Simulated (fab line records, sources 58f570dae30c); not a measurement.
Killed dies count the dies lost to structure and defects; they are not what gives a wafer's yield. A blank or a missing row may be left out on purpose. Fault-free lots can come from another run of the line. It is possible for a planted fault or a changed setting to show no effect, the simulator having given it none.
A sampling plan put to the test	flow berkeley_cmos170	13 faults told of in these records, all on one fab line, each judged by the records of the lots it struck
The line's own looks make up the plan; these are the steps of the route where a gauge or inspection reads the wafer and leaves it unchanged. A look is open to judgement when struck wafers have a number at it and the file gives its usual mean and standard deviation on fault-free wafers. Caught: the struck wafers' mean, at a look after the fault's first step, is 4 or more of those standard deviations (sigma) away from the usual mean. On the tool: the same test on the tool's own readings at the fault's steps. It also counts as caught if the struck wafers ran another recipe or if their record alone is blank.

## THE FAULTS, as the simulator had put them in
1. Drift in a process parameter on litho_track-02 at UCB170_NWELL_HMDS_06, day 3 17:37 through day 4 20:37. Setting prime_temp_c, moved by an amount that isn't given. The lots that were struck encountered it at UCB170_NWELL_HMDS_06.
2. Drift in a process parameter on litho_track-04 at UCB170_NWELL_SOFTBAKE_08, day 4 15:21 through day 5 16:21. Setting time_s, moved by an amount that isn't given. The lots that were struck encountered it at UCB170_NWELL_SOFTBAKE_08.
3. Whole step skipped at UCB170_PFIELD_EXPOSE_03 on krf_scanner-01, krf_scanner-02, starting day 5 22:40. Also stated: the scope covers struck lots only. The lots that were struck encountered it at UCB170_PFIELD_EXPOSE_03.
4. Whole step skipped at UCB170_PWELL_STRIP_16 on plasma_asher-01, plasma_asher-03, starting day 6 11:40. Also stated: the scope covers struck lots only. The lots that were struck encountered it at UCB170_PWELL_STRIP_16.
5. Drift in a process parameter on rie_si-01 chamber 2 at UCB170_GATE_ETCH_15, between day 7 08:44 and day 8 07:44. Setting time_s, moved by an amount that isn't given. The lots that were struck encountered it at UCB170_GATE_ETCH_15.
6. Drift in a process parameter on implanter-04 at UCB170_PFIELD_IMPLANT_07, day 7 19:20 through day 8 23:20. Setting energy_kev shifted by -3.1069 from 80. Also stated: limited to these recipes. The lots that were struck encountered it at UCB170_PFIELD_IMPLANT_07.
7. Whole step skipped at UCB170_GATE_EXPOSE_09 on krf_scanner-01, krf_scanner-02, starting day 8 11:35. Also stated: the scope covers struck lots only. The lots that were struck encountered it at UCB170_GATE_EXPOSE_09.
8. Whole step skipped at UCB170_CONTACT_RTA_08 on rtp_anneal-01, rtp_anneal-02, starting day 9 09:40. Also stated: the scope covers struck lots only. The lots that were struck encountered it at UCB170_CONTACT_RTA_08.
9. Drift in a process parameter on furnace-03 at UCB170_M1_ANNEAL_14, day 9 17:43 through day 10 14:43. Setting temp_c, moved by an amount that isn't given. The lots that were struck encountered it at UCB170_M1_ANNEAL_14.
10. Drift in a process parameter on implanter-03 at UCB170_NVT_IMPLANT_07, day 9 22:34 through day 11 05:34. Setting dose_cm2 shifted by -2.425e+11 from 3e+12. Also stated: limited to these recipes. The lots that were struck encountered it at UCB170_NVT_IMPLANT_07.
11. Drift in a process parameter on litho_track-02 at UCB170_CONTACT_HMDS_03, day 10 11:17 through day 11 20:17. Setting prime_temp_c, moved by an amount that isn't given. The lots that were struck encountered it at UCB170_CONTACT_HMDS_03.
12. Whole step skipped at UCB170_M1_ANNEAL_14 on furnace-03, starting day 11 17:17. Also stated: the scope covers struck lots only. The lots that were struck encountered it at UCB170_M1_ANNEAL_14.
13. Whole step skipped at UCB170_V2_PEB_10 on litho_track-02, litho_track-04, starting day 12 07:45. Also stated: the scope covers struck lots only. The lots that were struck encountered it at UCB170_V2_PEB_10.

## WHAT THE PLAN SAW
fault	on the tool itself	first look that catches it	reading, sigma	median hours from its first step to that look	hours from the fault's start to the first struck lot there	judged looks passed uncaught
1	prime_temp_c -22 sigma	no look after it can be judged	-	-	-	0
2	run_length_s -48 sigma	no look after it can be judged	-	-	-	0
3	no reading that can be judged	none of the 2 looks that can be judged after it	-	-	-	2
4	the tool's record is blank for the struck wafers	no look after it can be judged	-	-	-	0
5	run_length_s +5.7 sigma	not the one look that can be judged after it	-	-	-	1
6	beam_energy_keV -99 or beyond sigma	no look after it can be judged	-	-	-	0
7	no reading that can be judged	no look after it can be judged	-	-	-	0
8	the tool's record is blank for the struck wafers	no look after it can be judged	-	-	-	0
9	tube_center_temp_C +99 or beyond sigma	not the one look that can be judged after it	-	-	-	1
10	dose_ions_cm2 -75 sigma	no look after it can be judged	-	-	-	0
11	prime_temp_c -99 or beyond sigma	not the one look that can be judged after it	-	-	-	1
12	the tool's record is blank for the struck wafers	not the one look that can be judged after it	-	-	-	1
13	the tool's record is blank for the struck wafers	no look after it can be judged	-	-	-	0
A dash: this means the fault isn't caught or the number doesn't appear in these records.

Caught at a look: 0 of 13. Caught on the tool: 11 of 13. By one or the other: 11 of 13.
Caught on the tool alone: faults 1, 2, 4, 5, 6, 8, 9, 10, 11, 12, 13.
Caught by neither: faults 3, 7.
